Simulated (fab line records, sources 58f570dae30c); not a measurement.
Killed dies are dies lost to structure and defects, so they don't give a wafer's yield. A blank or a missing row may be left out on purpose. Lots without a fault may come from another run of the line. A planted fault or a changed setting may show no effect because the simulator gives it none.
fab line records | flow berkeley_cmos170
record lots=15 wafers=45 last_day=12
route steps=331 shown V2@307 M3@322
lots that met no fault: from a run of the same line without faults
start_h: hours from the record's first day to the start of the lot's first wafer shown | wait_h: hours since the lot's step before | " the same as in the row above | L1.1+2: a row that stands for several wafers | - no value, or no start given | * or withheld: withheld | < > ~ a bound
route shown NAME@n: a module of which the file shows steps, and the number in the route of the first | usual: mean/standard deviation of fault-free wafers | same: alike in all rows | chamber/n: place in a boat | sites: the reading at each site | _std_site: their standard deviation | _edge_site: outer sites' mean less inner sites' | radius_mm: how far each site lies from the wafer's centre | mask NAME#n: copy n | behind: the tool/chamber that last shaped the wafer | hold: why the lot was held/for how many hours/how that ended | device: the transistor (n, p or np) that didn't switch | end of line: the same wafers' tests at the end of the route | a step without rows: its recipe alone | killed: dies lost to structure and defects at the first sort, not the wafer's yield | map: a wafer's dies, x killed, . not, _ none there
set.NAME: the setting as run; set.NAME@STEP: as run at that earlier step | model.NAME: the simulator's own value behind a step, which no gauge read
steps of the route over a sample of lots; a table a step, a row a wafer
services: from which hour (start_h, from the record's first day; less than 0 if before it) a tool's chamber was out of use, for how many hours, and why
## steps
# step UCB170_V2_STRIP_15
# recipe chemistry=O2 power_w=400 pressure_mtorr=3500 platen_temp_c=withheld o2_flow_sccm=400 overash_fraction=0.5
# usual drypump_motor_current_A=5.6/0.55 oes_product_au=0.722/0.0045 strip_time_to_endpoint_s=15.48/0.1
# columns lot.wafer tool chamber start_h wait_h drypump_motor_current_A oes_product_au rf_hours_counter_h strip_time_to_endpoint_s
L251.2 plasma_asher-02 0 163.95 0.1 5.8 0.722 6 15.50
L251.3 " 0 " " 5.8 0.725 - 15.62
L251.4 " 1 " " 6.2 0.728 - 15.54
L252.2 plasma_asher-03 1 179.59 0.1 5.6 0.718 39 15.69
L252.4 " 0 " " 6.1 0.717 - 15.54
L252.6 " 1 " " 5.6 0.722 - 15.68
L253.1 plasma_asher-04 1 179.80 0.1 5.3 0.721 48 15.36
L253.3 " 1 " " 5.3 0.720 - 15.44
L253.5 " 1 " " 5.3 0.731 - 15.45
L255.4 plasma_asher-04 1 198.53 0.1 5.3 0.720 - 15.39
L255.5 " 0 " " 4.6 0.721 - 15.35
L255.6 " 1 " " 5.3 0.719 - 15.32
L257.2 plasma_asher-04 0 201.15 0.1 4.6 0.721 50 15.42
L257.4 " 1 " " 5.3 0.732 - 15.47
L257.6 " 1 " " 5.3 0.722 - 15.41
L258.1 plasma_asher-02 0 205.09 0.1 5.8 0.718 10 15.34
L258.3 " 0 " " 5.8 0.720 - 15.60
L258.5 " 0 " " 5.8 0.718 - 15.49
L259.3 plasma_asher-04 1 213.22 0.1 5.2 0.717 - 15.38
L259.4 " 0 " " 4.6 0.724 - 15.48
L259.5 " 1 " " 5.3 0.721 - 15.43
L264.3 plasma_asher-03 0 227.02 0.1 6.1 0.729 - 15.42
L264.5 " 0 " " 6.1 0.733 - 15.36
L264.6 " 1 " " 5.6 0.718 - 15.28
L265.4 plasma_asher-03 1 242.12 0.1 5.6 0.726 - 15.53
L265.5 " 0 " " 6.1 0.720 - 15.48
L265.6 " 1 " " 5.6 0.729 - 15.42
L266.1 plasma_asher-04 1 242.69 0.1 5.3 0.724 56 15.59
L266.3 " 0 " " 4.6 0.726 - 15.47
L266.5 " 1 " " 5.3 0.719 - 15.41
L269.3 plasma_asher-03 0 255.96 0.1 6.1 0.724 - 15.46
L269.4 " 1 " " 5.6 0.722 - 15.33
L269.6 " 0 " " 6.1 0.722 - 15.49
L270.3 plasma_asher-02 1 267.71 0.1 6.3 0.718 - 15.48
L270.4 " 0 " " 5.8 0.723 - 15.55
L270.6 " 1 " " 6.3 0.724 - 15.42
L272.2 plasma_asher-04 0 268.41 0.1 4.6 0.730 59 15.33
L272.4 " 1 " " 5.3 0.718 - 15.41
L272.5 " 0 " " 4.6 0.717 - 15.43
L273.1 plasma_asher-04 0 269.21 0.1 4.6 0.718 59 15.47
L273.2 " 1 " " 5.2 0.725 59 15.40
L273.6 " 1 " " 5.3 0.726 - 15.49
L274.1 plasma_asher-03 0 274.67 0.1 6.1 0.721 52 15.58
L274.4 " 0 " " 6.1 0.721 - 15.63
L274.6 " 1 " " 5.6 0.731 - 15.50
# step UCB170_M3_PEB_13
# recipe peb_temp_c=130 peb_time_s=withheld resist=KrF
# usual chill_plate_temp_C=22.99/0.11 exhaust_pa=45.0/0.81
# columns lot.wafer tool chamber start_h wait_h chill_plate_temp_C exhaust_pa
L251.2 litho_track-04 0 166.23 0.1 22.90 44.0
L251.3 " 0 " " 23.08 45.3
L251.4 " 0 " " 22.94 43.5
L252.2 litho_track-04 0 181.93 0.1 22.91 45.1
L252.4 " 0 " " 22.91 44.1
L252.6 " 0 " " 22.84 45.4
L253.1 litho_track-03 0 182.16 0.1 23.10 45.1
L253.3 " 0 " " 23.06 45.8
L253.5 " 0 " " 23.05 45.6
L255.4 litho_track-04 - 201.33 0.4 - -
L255.5 " - " " - -
L255.6 " - " " - -
L257.2 litho_track-01 - 203.53 0.1 - -
L257.4 " - " " - -
L257.6 " - " " - -
L258.1 litho_track-04 - 207.38 0.3 - -
L258.3 " - " " - -
L258.5 " - " " - -
L259.3 litho_track-03 0 216.38 0.4 23.05 45.7
L259.4 " 0 " " 22.96 45.3
L259.5 " 0 " " 22.90 46.0
L264.3 litho_track-01 0 230.06 0.5 23.10 44.8
L264.5 " 0 " " 23.06 45.0
L264.6 " 0 " " 23.11 44.7
L265.4 litho_track-01 0 245.23 0.4 23.00 44.3
L265.5 " 0 " " 23.00 45.1
L265.6 " 0 " " 23.06 45.2
L266.1 litho_track-01 0 245.70 0.6 22.98 45.6
L266.3 " 0 " " 22.94 45.0
L266.5 " 0 " " 23.01 44.9
L269.3 litho_track-01 0 257.97 0.1 23.02 45.7
L269.4 " 0 " " 22.96 45.5
L269.6 " 0 " " 23.19 44.9
L270.3 litho_track-04 0 270.55 0.6 23.17 45.1
L270.4 " 0 " " 23.01 45.3
L270.6 " 0 " " 22.84 44.9
L272.2 litho_track-01 0 271.36 0.5 23.05 44.7
L272.4 " 0 " " 22.84 44.0
L272.5 " 0 " " 22.91 45.0
L273.1 litho_track-01 0 272.16 0.2 23.13 44.1
L273.2 " 0 " " 23.22 45.0
L273.6 " 0 " " 23.12 44.2
L274.1 litho_track-01 0 278.14 1.0 22.83 46.1
L274.4 " 0 " " 22.95 45.1
L274.6 " 0 " " 22.97 45.5
# step UCB170_M3_CD_MEAS_15
# recipe target_cd_nm=700
# usual cd_nm=700.0/1.4
# columns lot.wafer tool chamber start_h wait_h cd_nm
L251.2 cd_sem-01 - 166.50 - 701.0
L251.3 " - " " 699.7
L251.4 " - " " 701.1
L252.2 cd_sem-01 - 182.20 - 700.4
L252.4 " - " " 699.7
L252.6 " - " " 699.5
L253.1 cd_sem-01 - 182.43 - 699.3
L253.3 " - " " 699.9
L253.5 " - " " 700.4
L255.4 cd_sem-01 - 201.63 - -
L255.5 " - " " -
L255.6 " - " " -
L257.2 cd_sem-01 - 203.89 - -
L257.4 " - " " -
L257.6 " - " " -
L258.1 cd_sem-01 - 207.74 - -
L258.3 " - " " -
L258.5 " - " " -
L259.3 cd_sem-02 - 216.64 - 699.8
L259.4 " - " " 699.0
L259.5 " - " " 699.3
L264.3 cd_sem-02 - 230.40 - 704.6
L264.5 " - " " 702.4
L264.6 " - " " 702.0
L265.4 cd_sem-02 - 245.49 - 700.1
L265.5 " - " " 700.3
L265.6 " - " " 700.1
L266.1 cd_sem-01 - 245.98 - 698.5
L266.3 " - " " 698.8
L266.5 " - " " 699.0
L269.3 cd_sem-01 - 258.24 - 699.7
L269.4 " - " " 701.0
L269.6 " - " " 700.3
L270.3 cd_sem-01 - 270.81 - 699.3
L270.4 " - " " 698.0
L270.6 " - " " 699.7
L272.2 cd_sem-01 - 271.63 - 699.6
L272.4 " - " " 699.6
L272.5 " - " " 699.8
L273.1 cd_sem-02 - 272.43 - 700.1
L273.2 " - " " 701.6
L273.6 " - " " 700.7
L274.1 cd_sem-01 - 278.41 - 700.3
L274.4 " - " " 701.3
L274.6 " - " " 701.6
# step UCB170_M3_CD_MEAS_90
# recipe target_cd_nm=700
# usual cd_nm=701.2/2.3
# columns lot.wafer tool chamber start_h wait_h cd_nm
L251.2 cd_sem-02 - 166.98 0.1 703.5
L251.3 " - " " 702.8
L251.4 " - " " 701.6
L252.2 cd_sem-01 - 182.68 0.1 703.0
L252.4 " - " " 700.2
L252.6 " - " " 700.9
L253.1 cd_sem-01 - 182.92 0.1 703.2
L253.3 " - " " 706.7
L253.5 " - " " 703.6
L255.4 cd_sem-01 - 202.22 0.2 -
L255.5 " - " " -
L255.6 " - " " -
L257.2 cd_sem-01 - 204.38 0.1 -
L257.4 " - " " -
L257.6 " - " " -
L258.1 cd_sem-01 - 208.58 0.2 -
L258.3 " - " " -
L258.5 " - " " -
L259.3 cd_sem-02 - 217.13 0.1 698.0
L259.4 " - " " 699.6
L259.5 " - " " 700.0
L264.3 cd_sem-02 - 230.88 0.1 704.4
L264.5 " - " " 701.6
L264.6 " - " " 702.9
L265.4 cd_sem-02 - 245.98 0.1 700.1
L265.5 " - " " 699.7
L265.6 " - " " 699.5
L266.1 cd_sem-02 - 246.47 0.1 703.8
L266.3 " - " " 702.0
L266.5 " - " " 703.0
L269.3 cd_sem-02 - 258.72 0.1 701.4
L269.4 " - " " 702.8
L269.6 " - " " 700.4
L270.3 cd_sem-01 - 271.30 0.1 699.9
L270.4 " - " " 696.3
L270.6 " - " " 699.6
L272.2 cd_sem-02 - 272.11 0.1 703.6
L272.4 " - " " 704.4
L272.5 " - " " 700.5
L273.1 cd_sem-02 - 272.92 0.1 698.5
L273.2 " - " " 702.2
L273.6 " - " " 700.8
L274.1 cd_sem-02 - 278.90 0.1 700.5
L274.4 " - " " 704.1
L274.6 " - " " 702.9
## services
# columns tool chamber start_h hours kind
plasma_asher-04 - 174.07 3.2 repair
## key
first_sign step=UCB170_M3_PEB_13 reading=tool_record direction=missing
effect none on later readings
met_at UCB170_M3_PEB_13
struck_lots L255,L257,L258
later_rows_left_out L255.4,L255.5,L255.6,L257.2,L257.4,L257.6,L258.1,L258.3,L258.5
sort_left_out L255.4,L255.5,L255.6,L257.2,L257.4,L257.6,L258.1,L258.3,L258.5
not_acting_at UCB170_V2_STRIP_15,UCB170_M3_CD_MEAS_15,UCB170_M3_CD_MEAS_90
onset_between 181.93 201.33
fault kind=skipped_step_whole tool=litho_track-01,litho_track-04 chamber=- onset_h=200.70 steps=UCB170_M3_PEB_13 scope=struck_lots_only
# sort_left_out: the simulated sort isn't trusted on such a fault, so these wafers' sort isn't shown, and their yield isn't known
# later_rows_left_out: the simulator's readings of these wafers behind a module that went badly wrong aren't trusted and aren't shown, but for the sort
